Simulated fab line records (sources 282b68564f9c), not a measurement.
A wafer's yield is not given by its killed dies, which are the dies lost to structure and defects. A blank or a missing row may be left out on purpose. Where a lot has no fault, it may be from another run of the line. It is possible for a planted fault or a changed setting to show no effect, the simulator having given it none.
Lot-split experiment :: flow rit cmos :: 23 wafers read across 5 lots, on a route 202 steps long

== ON THE SPLIT ==
At RIT_GATE_OXIDATION_05 (target thk 3 nm, ox time 270 s), the setting temp c was moved away from the recipe's 900 C on 10 of the 23 wafers read, by +1.6% to +2.9%. All remaining wafers had this setting at the recipe value.

== THE PATH FROM SPLIT TO READING: the file shows 1 step between them ==
- RIT_GATE_ANNEAL_06: time 600 s

== THE READING ==
GATE_OXIDE_THK, in nm, at RIT_GATE_THK_MEAS_07. Typical for fault-free wafers on this fab line: 3.02 nm, with standard deviation 0.079 nm.

wafer: L075.1
tool, chamber at the split: -, -
temp c as run, C: 914.3
against the recipe: +1.6%
GATE_OXIDE_THK, nm: 3.54
against lot-mates on the recipe: no lot-mate on the recipe

wafer: L075.3
tool, chamber at the split: -, -
temp c as run, C: 914.3
against the recipe: +1.6%
GATE_OXIDE_THK, nm: 3.61
against lot-mates on the recipe: no lot-mate on the recipe

wafer: L075.4
tool, chamber at the split: -, -
temp c as run, C: 914.3
against the recipe: +1.6%
GATE_OXIDE_THK, nm: 3.60
against lot-mates on the recipe: no lot-mate on the recipe

wafer: L075.5
tool, chamber at the split: -, -
temp c as run, C: 914.3
against the recipe: +1.6%
GATE_OXIDE_THK, nm: 3.64
against lot-mates on the recipe: no lot-mate on the recipe

wafer: L075.6
tool, chamber at the split: -, -
temp c as run, C: 914.3
against the recipe: +1.6%
GATE_OXIDE_THK, nm: 3.60
against lot-mates on the recipe: no lot-mate on the recipe

wafer: L079.2
tool, chamber at the split: -, -
temp c as run, C: 900
against the recipe: recipe
GATE_OXIDE_THK, nm: 3.00
against lot-mates on the recipe: -

wafer: L079.3
tool, chamber at the split: -, -
temp c as run, C: 900
against the recipe: recipe
GATE_OXIDE_THK, nm: 2.97
against lot-mates on the recipe: -

wafer: L079.4
tool, chamber at the split: -, -
temp c as run, C: 900
against the recipe: recipe
GATE_OXIDE_THK, nm: 2.94
against lot-mates on the recipe: -

wafer: L079.5
tool, chamber at the split: -, -
temp c as run, C: 900
against the recipe: recipe
GATE_OXIDE_THK, nm: 3.04
against lot-mates on the recipe: -

wafer: L079.6
tool, chamber at the split: -, -
temp c as run, C: 900
against the recipe: recipe
GATE_OXIDE_THK, nm: 3.08
against lot-mates on the recipe: -

wafer: L080.1
tool, chamber at the split: -, -
temp c as run, C: 900
against the recipe: recipe
GATE_OXIDE_THK, nm: 2.99
against lot-mates on the recipe: -

wafer: L080.2
tool, chamber at the split: -, -
temp c as run, C: 900
against the recipe: recipe
GATE_OXIDE_THK, nm: 3.01
against lot-mates on the recipe: -

wafer: L080.3
tool, chamber at the split: -, -
temp c as run, C: 900
against the recipe: recipe
GATE_OXIDE_THK, nm: 3.03
against lot-mates on the recipe: -

wafer: L080.5
tool, chamber at the split: -, -
temp c as run, C: 900
against the recipe: recipe
GATE_OXIDE_THK, nm: 3.06
against lot-mates on the recipe: -

wafer: L080.6
tool, chamber at the split: -, -
temp c as run, C: 900
against the recipe: recipe
GATE_OXIDE_THK, nm: 3.14
against lot-mates on the recipe: -

wafer: L082.1
tool, chamber at the split: -, -
temp c as run, C: 926
against the recipe: +2.9%
GATE_OXIDE_THK, nm: 4.12
against lot-mates on the recipe: no lot-mate on the recipe

wafer: L082.2
tool, chamber at the split: -, -
temp c as run, C: 926
against the recipe: +2.9%
GATE_OXIDE_THK, nm: 4.13
against lot-mates on the recipe: no lot-mate on the recipe

wafer: L082.4
tool, chamber at the split: -, -
temp c as run, C: 926
against the recipe: +2.9%
GATE_OXIDE_THK, nm: 4.11
against lot-mates on the recipe: no lot-mate on the recipe

wafer: L082.5
tool, chamber at the split: -, -
temp c as run, C: 926
against the recipe: +2.9%
GATE_OXIDE_THK, nm: 4.12
against lot-mates on the recipe: no lot-mate on the recipe

wafer: L082.6
tool, chamber at the split: -, -
temp c as run, C: 926
against the recipe: +2.9%
GATE_OXIDE_THK, nm: 4.18
against lot-mates on the recipe: no lot-mate on the recipe

wafer: L084.2
tool, chamber at the split: furnace-02, 0
temp c as run, C: 900
against the recipe: recipe
GATE_OXIDE_THK, nm: 2.84
against lot-mates on the recipe: -

wafer: L084.4
tool, chamber at the split: furnace-02, 0
temp c as run, C: 900
against the recipe: recipe
GATE_OXIDE_THK, nm: 2.92
against lot-mates on the recipe: -

wafer: L084.6
tool, chamber at the split: furnace-02, 0
temp c as run, C: 900
against the recipe: recipe
GATE_OXIDE_THK, nm: 2.88
against lot-mates on the recipe: -

FIT RESULTS
A straight line over all 23 wafers: GATE_OXIDE_THK changes by +0.393 nm for each +1% of temp c; r = +0.99; the points scatter about the line by 0.066 nm.
Too few moved wafers have a lot-mate on the recipe to fit a line with each lot's own level taken away.

== THE WHOLE CHAIN: every reading that the file lists as answering this split, in the file's order ==
step: RIT_GATE_OXIDATION_05
what it does: target thk 3 nm, ox time 270 s
reading: SiO2_of_GATE_OXIDATION_05.thk nm (the simulator's own value, which no gauge read)
change (the file's fit): +0.392 nm for each +1% of the setting
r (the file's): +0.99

step: RIT_GATE_THK_MEAS_07
what it does: 
reading: GATE_OXIDE_THK
change (the file's fit): +0.392 for each +1% of the setting
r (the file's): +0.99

step: RIT_M1_PROBE_99
what it does: 
reading: etest.pmos_0p3.r on ohm um (the simulator's own value, which no gauge read)
change (the file's fit): +826 for each +1% of the setting
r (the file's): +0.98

step: RIT_M1_PROBE_99
what it does: 
reading: etest.pmos turned.r on ohm um (the simulator's own value, which no gauge read)
change (the file's fit): +350 for each +1% of the setting
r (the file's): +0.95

step: RIT_M1_PROBE_99
what it does: 
reading: etest.nmos_0p3.r on ohm um (the simulator's own value, which no gauge read)
change (the file's fit): +208 for each +1% of the setting
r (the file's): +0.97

step: RIT_M1_PROBE_99
what it does: 
reading: etest.nmos narrow.drive ua um (the simulator's own value, which no gauge read)
change (the file's fit): -29.8 for each +1% of the setting
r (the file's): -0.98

== FILE'S OWN FIT ==
GATE_OXIDE_THK changes by +0.392 nm for each +1% of temp c, r = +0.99.
